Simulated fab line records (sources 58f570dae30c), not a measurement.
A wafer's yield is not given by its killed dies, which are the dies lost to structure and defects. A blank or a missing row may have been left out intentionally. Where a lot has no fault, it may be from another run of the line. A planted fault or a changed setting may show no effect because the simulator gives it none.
Which of the tools did it? ; flow berkeley cmos170 ; 15 lots with 45 wafers sampled at 5 steps, on a route of 331 steps

## WHAT THE GAUGES SHOWED, per wafer
UCB170_PFIELD_OVL_MEAS_06. Usual: for PFIELD_OVL the level is 2 nm and the standard deviation is 5.3.
lot;measured;on;PFIELD_OVL (nm);flag
L802;day 4 20:49;overlay-01;-7 -6 -9;
L804;day 5 03:05;overlay-02;2 6 -3;
L805;day 5 17:21;overlay-01;7 3 6;
L807;day 5 17:50;overlay-02;10 -1 1;
L806;day 5 17:53;overlay-01;8 5 5;
L808;day 6 01:57;overlay-01;-1 2 2;
L813;day 7 05:20;overlay-02;12 7 7;
L812;day 7 05:45;overlay-01;0 5 8;
L814;day 7 13:50;overlay-01;6 6 2;
L816;day 7 14:14;overlay-02;-4 -2 4;
L818;day 8 06:53;overlay-02;2 -2 7;
L817;day 8 07:09;overlay-01;9 -1 8;
L815;day 8 07:23;overlay-01;13 4 4;
L821;day 8 23:14;overlay-02;6 6 3;
L822;day 9 07:13;overlay-01;-1 -3 -5;

UCB170_GATE_THK_MEAS_05. Usual: for GATE_POLY_THK the level is 214.4 nm and the standard deviation is 1.9.
lot;measured;on;GATE_POLY_THK (nm);flag
L802;day 7 01:37;film metro-04;214.0 210.6 211.9;
L804;day 7 12:16;film metro-04;212.8 213.6 214.1;
L805;day 8 03:24;film metro-04;215.1 214.1 216.0;
L807;day 8 03:23;film metro-03;216.9 217.5 217.4;
L806;day 8 03:23;film metro-01;218.0 216.6 217.1;
L808;day 8 11:58;film metro-01;215.8 216.9 218.2;
L813;day 9 12:13;film metro-01;214.1 212.2 212.1;
L812;day 9 12:13;film metro-04;214.6 214.6 216.8;
L814;day 9 20:29;film metro-01;212.0 211.4 212.4;
L816;day 9 20:29;film metro-04;215.0 214.4 215.1;
L818;day 10 11:47;film metro-03;184.8 185.6 184.7;OFF
L817;day 10 11:47;film metro-01;184.0 186.4 185.5;OFF
L815;day 10 11:46;film metro-04;187.6 185.5 187.3;OFF
L821;day 10 22:23;film metro-04;213.6 215.5 215.3;
L822;day 11 04:46;film metro-03;214.3 216.6 215.3;

UCB170_GATE_CD_MEAS_90: target cd 350 nm. Usual: cd nm 350.0 nm, standard deviation 1.6.
lot;measured;on;cd nm (nm);flag
L802;day 7 03:07;cd sem-02;347.9 349.3 347.4;
L804;day 7 13:31;cd sem-02;351.4 352.8 351.8;
L805;day 8 05:26;cd sem-02;352.5 353.3 351.4;
L807;day 8 05:14;cd sem-01;349.6 351.1 350.0;
L806;day 8 05:21;cd sem-01;346.2 350.6 347.8;
L808;day 8 13:42;cd sem-01;349.3 350.3 349.4;
L813;day 9 13:53;cd sem-01;350.1 351.0 350.3;
L812;day 9 13:32;cd sem-01;349.1 347.6 349.3;
L814;day 9 23:16;cd sem-01;351.4 350.0 352.1;
L816;day 9 23:09;cd sem-02;347.1 347.9 348.8;
L818;day 10 13:34;cd sem-02;350.5 351.8 352.0;
L817;day 10 13:50;cd sem-01;349.3 349.2 347.8;
L815;day 10 13:19;cd sem-02;350.2 348.7 351.0;
L821;day 11 00:49;cd sem-01;347.2 348.1 349.6;
L822;day 11 07:26;cd sem-02;353.8 351.9 350.9;

## WHAT TOOL EACH LOT RAN ON (gives the tool, then ch and the chambers of the sampled wafers, and finally the start)
lot;UCB170_GATE_CVD_04;UCB170_GATE_ETCH_15
L802;lpcvd-01 ch 0, day 7 00:13;rie si-02 ch 1,2, day 7 02:57
L804;lpcvd-01 ch 1, day 7 10:52;rie si-01 ch 1,2,3, day 7 13:22
L805;lpcvd-02 ch 0, day 8 01:59;rie si-01 ch 0,3, day 8 05:12
L807;lpcvd-02 ch 1, day 8 01:59;rie si-01 ch 1,2,3, day 8 05:05
L806;lpcvd-02 ch 0, day 8 01:59;rie si-02 ch 0,2, day 8 05:06
L808;lpcvd-01 ch 0, day 8 10:34;rie si-01 ch 0,1,2, day 8 13:31
L813;lpcvd-01 ch 1, day 9 10:49;rie si-01 ch 0,2, day 9 13:44
L812;lpcvd-01 ch 0, day 9 10:49;rie si-01 ch 0,1, day 9 13:22
L814;lpcvd-01 ch 1, day 9 18:23;rie si-01 ch 1,2,3, day 9 23:07
L816;lpcvd-01 ch 1, day 9 18:23;rie si-02 ch 0,2,3, day 9 23:00
L818;lpcvd-01 ch 0, day 10 10:19;rie si-01 ch 0,1,2, day 10 13:25
L817;lpcvd-01 ch 1, day 10 10:19;rie si-02 ch 1,2, day 10 13:41
L815;lpcvd-01 ch 0, day 10 10:19;rie si-02 ch 0,1, day 10 13:10
L821;lpcvd-02 ch 1, day 10 20:56;rie si-01 ch 1,2, day 11 00:40
L822;lpcvd-02 ch 1, day 11 03:16;rie si-02 ch 0,1,3, day 11 07:18
- UCB170_GATE_CVD_04: deposits poly-Si from SiH4, time 1440 s, target thk 214 nm.
- UCB170_GATE_ETCH_15: etches poly-Si in HBr/Cl2, stops on SiO2, time 56.3 s, target depth 278.2 nm.

## WHAT THE TOOLS THEMSELVES READ (means of the sampled wafers that have a number; where no wafer has one, the mark that the record gives instead)
UCB170_GATE_ETCH_15. Usual: drypump motor current A 5.87 A, standard deviation 0.25; he backside leak sccm 2.8 sccm, standard deviation 0.31; oes product au 0.839 a.u., standard deviation 0.012; rf fwd power W 297.7 W, standard deviation 1.1; throttle valve pct 26.50 %, standard deviation 0.19.
lot;tool;drypump motor current A (A);he backside leak sccm (sccm);oes product au (a.u.);rf fwd power W (W);throttle valve pct (%);flag
L802;rie si-02;5.96;3.0;0.822;298.9;26.59;
L804;rie si-01;5.84;2.9;0.840;296.6;26.56;
L805;rie si-01;5.88;2.6;0.847;298.2;26.62;
L807;rie si-01;5.81;2.9;0.847;297.3;26.56;
L806;rie si-02;6.09;2.6;0.837;296.5;26.45;
L808;rie si-01;5.78;2.9;0.859;297.5;26.64;
L813;rie si-01;6.01;2.7;0.845;296.3;26.68;
L812;rie si-01;5.55;2.9;0.847;298.4;26.61;
L814;rie si-01;5.81;3.1;0.831;297.4;26.56;
L816;rie si-02;5.98;2.6;0.835;297.9;26.30;
L818;rie si-01;5.76;3.0;0.770;297.9;26.65;OFF
L817;rie si-02;5.77;3.1;0.758;297.2;26.63;OFF
L815;rie si-02;5.90;2.8;0.757;299.0;26.39;OFF
L821;rie si-01;5.85;3.0;0.847;296.9;26.64;
L822;rie si-02;5.78;2.8;0.839;297.3;26.35;

## THE ANSWER, worked out from the rows above alone
Rule: take the mean of a lot's wafers that have a number; if it is more than 3 standard deviations from the usual mean, the lot is off. A lot without any number at a reading at which 4 lots or more have one is off too. All remaining lots with rows at the step are treated as sound. The gauges are gone through in route order, then the tools' own readings, and for those a lot's mean is taken as printed above. The first step at which some lot is off is used, and at that step the reading that is off furthest; a lot without a number counts as furthest.
Off: at UCB170_GATE_THK_MEAS_05 (GATE_POLY_THK), L818, L817, L815.
If a tool, at a process step before that reading, ran all the lots that are off and no sound lot after the first of them, it fits. The gauges at UCB170_GATE_THK_MEAS_05 aren't tried: what is off there is off at UCB170_GATE_ETCH_15 too, on other tools, and a gauge's error can't cause that. One candidate fits, namely lpcvd-01 at UCB170_GATE_CVD_04. Its last sound lot is L814 (day 9 18:23), its first lot that is off L815 (day 10 10:19): a fault that began between those two fits.

## WHAT THE SIMULATOR PUT IN
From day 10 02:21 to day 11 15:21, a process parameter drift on lpcvd-01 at UCB170_GATE_CVD_04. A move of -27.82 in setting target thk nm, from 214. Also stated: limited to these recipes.
Struck lots among those shown: L818, L817, L815. This agrees with what the rule above found.
